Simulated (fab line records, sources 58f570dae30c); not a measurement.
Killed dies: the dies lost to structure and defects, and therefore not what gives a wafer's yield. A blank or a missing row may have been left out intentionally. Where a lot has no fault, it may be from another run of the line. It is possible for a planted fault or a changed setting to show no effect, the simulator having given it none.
Matching of chambers -- flow berkeley-cmos170 -- 3 sister chambers for UCB170_SPACER_CVD_00 on pecvd-04
The step deposits SiO2 from TEOS/O2, target thk 376 nm, time 47 s. 6 wafers are shown with their chamber, then 7 later ones without.

## WAFERS WITH THEIR CHAMBER
wafer,chamber,heater-power-w (W),rf-fwd-power-W (W)
L331.2,1,339,544.7
L331.5,0,232,542.8
L336.5,2,294,542.5
L336.6,0,198,545.7
L337.3,1,344,542.7
L337.4,2,300,538.9

## WAFERS WITHOUT THEIR CHAMBER
wafer,heater-power-w (W),rf-fwd-power-W (W)
L337.6,243,544.7
L344.1,221,545.2
L344.3,257,543.3
L344.4,238,546.0
L349.1,271,544.4
L349.4,294,543.6
L349.5,288,541.4

## THE CHAMBER EACH PASSED THROUGH
wafer,from the rows above,in truth
L337.6,0,0
L344.1,0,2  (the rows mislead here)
L344.3,can't be placed: 0 or 2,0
L344.4,0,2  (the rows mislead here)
L349.1,can't be placed: 2 or 0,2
L349.4,can't be placed: 2 or 1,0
L349.5,2,2
2 of 7 placed correctly. These rows do not allow placing 3 (true chamber among the candidates in 2). Number placed wrongly: 2.
How it was worked out, from the rows above alone: a wafer's distance from a chamber is the root of the sum, over the readings, of the square of ((its reading less the chamber's mean) divided by the reading's scatter). The wafer belongs to the nearest chamber; if the next one is less than 2 further off, it can't be placed. The mean given for a chamber averages the wafers shown for that chamber. The scatter: the root of (the sum of the squares of (reading less its chamber's mean) over the shown wafers, divided by (wafers less chambers)).
